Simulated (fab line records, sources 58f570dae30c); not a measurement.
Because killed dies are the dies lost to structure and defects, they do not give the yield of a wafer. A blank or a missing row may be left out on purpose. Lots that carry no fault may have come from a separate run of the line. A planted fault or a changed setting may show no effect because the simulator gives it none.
Comparing a struck lot with a sound one -- flow berkeley-cmos170 -- 17 out of 331 route steps
Sound: these wafers, L748.1, L748.3, L748.4. The struck wafers were L761.4, L761.5, L761.6. The cause is named last.
Each step with rows lists, per side, the tool, then ch with its chambers, then its first start. Under that, the readings that differ: sound wafers -- struck wafers -- difference of the means -- sigmas: that difference in standard deviations of wafers without a fault.
alike: same words and numbers on both sides, and readings whose means sit less than 2 such deviations apart. not compared: any withheld reading, any reading some wafer has no value for, any bound like >300 that may hide the same value, and any number with overlapping values for which the record gives no deviation.
A row with sigmas, a row that says differs or no value, or rows on one side alone: a step with any of these is where the two part. Numbers that have no deviation but don't overlap get no sigmas and don't part them. A reading missing from all wafers of one side parts the sides only when that side holds two or more wafers.

UCB170_SDANNEAL_RS_MEAS_04: a four-point-probe measurement.
  struck on film-metro-01, day 9 17:16; sound on film-metro-01, day 6 15:16
  alike: PLDD_RS
UCB170_SDANNEAL_RS_MEAS_05: a four-point-probe measurement.
  struck on film-metro-01, day 9 17:23; sound on film-metro-01, day 6 15:23
  alike: NLDD_RS
then, 1 step without rows for these wafers: UCB170_SILICIDE_PRE_CLEAN_00 (preclean etch time 60 s).
UCB170_SILICIDE_SPUTTER_01: material Ti, target thk 30 nm, time 25 s.
  struck on pvd-sputter-03, day 9 17:31; sound on pvd-sputter-03, day 6 15:34
  alike: throttle-valve-pct
UCB170_SILICIDE_RS_MEAS_02: a four-point-probe measurement.
  struck on film-metro-03, day 9 17:37; sound on film-metro-02, day 6 15:35
  alike: SILICIDE_TI_RS
UCB170_SILICIDE_THK_MEAS_03: measures by xrf.
  struck on film-metro-03, day 9 17:42; sound on film-metro-02, day 6 15:43
  alike: SILICIDE_TI_THK
UCB170_SILICIDE_RTA_04: time 15 s.
  sound on rtp-anneal-02 ch 0, day 6 15:46; struck on rtp-anneal-01 ch 0, day 9 17:46
  alike: lamp-power-pct, wafer_temp_C_max
then, 3 steps without rows for these wafers: UCB170_SILICIDE_WET_ETCH_05 (etches Ti in SPM, time 45 s); UCB170_CONTACT_CLEAN_00 (cleans in SPM, time 600 s); UCB170_CONTACT_CVD_01 (deposits PSG from SiH4/O2/PH3, target thk 700 nm, time 2820 s).
UCB170_CONTACT_THK_MEAS_02:
  struck on film-metro-03, day 9 19:51; sound on film-metro-04, day 6 19:13
reading,sound,struck,difference,sigmas
CONTACT_PSG_THK (nm),694 687 692,701 703 712,+14,+3
then, 1 step without rows for these wafers: UCB170_CONTACT_HMDS_03 (prime time 60 s).
UCB170_CONTACT_COAT_04: resist thk 900 nm.
  sound on litho-track-01 ch 0, day 6 19:27; struck on litho-track-02 ch 0, day 9 20:07
reading,sound,struck,difference,sigmas
spin-speed-rpm (rpm),1500.2 1502.0 1501.3,1359.2 1362.0 1360.6,-140.6,-99 or more
model.KrF_of_CONTACT_COAT_04.thk-nm (nm),903.3 901 901.7,945.9 947.7 949.2,+45.6,
then, 1 step without rows for these wafers: UCB170_CONTACT_SOFTBAKE_05 (time 60 s).
UCB170_CONTACT_STRIP_06: strips in O2.
  sound on plasma-asher-03 ch 0,1, day 6 19:45; struck on plasma-asher-03 ch 0,1, day 9 20:22
reading,sound,struck,difference,sigmas
oes-product-au (a.u.),0.740 0.736 0.737,0.728 0.727 0.728,-0.010,-2
strip-time-to-endpoint-s (s),22.05 22.01 22.01,23.07 23.11 23.15,+1.09,+14
  alike: drypump-motor-current-A
  not compared: rf-hours-counter-h
then, 2 steps without rows for these wafers: UCB170_CONTACT_CLEAN_07 (cleans in SPM, time 600 s); UCB170_M3_PROBE_99.

== WHERE THEY PART ==
Last at UCB170_CONTACT_STRIP_06 as far as this record goes, first at UCB170_CONTACT_THK_MEAS_02.

WHY: what the simulator had put in
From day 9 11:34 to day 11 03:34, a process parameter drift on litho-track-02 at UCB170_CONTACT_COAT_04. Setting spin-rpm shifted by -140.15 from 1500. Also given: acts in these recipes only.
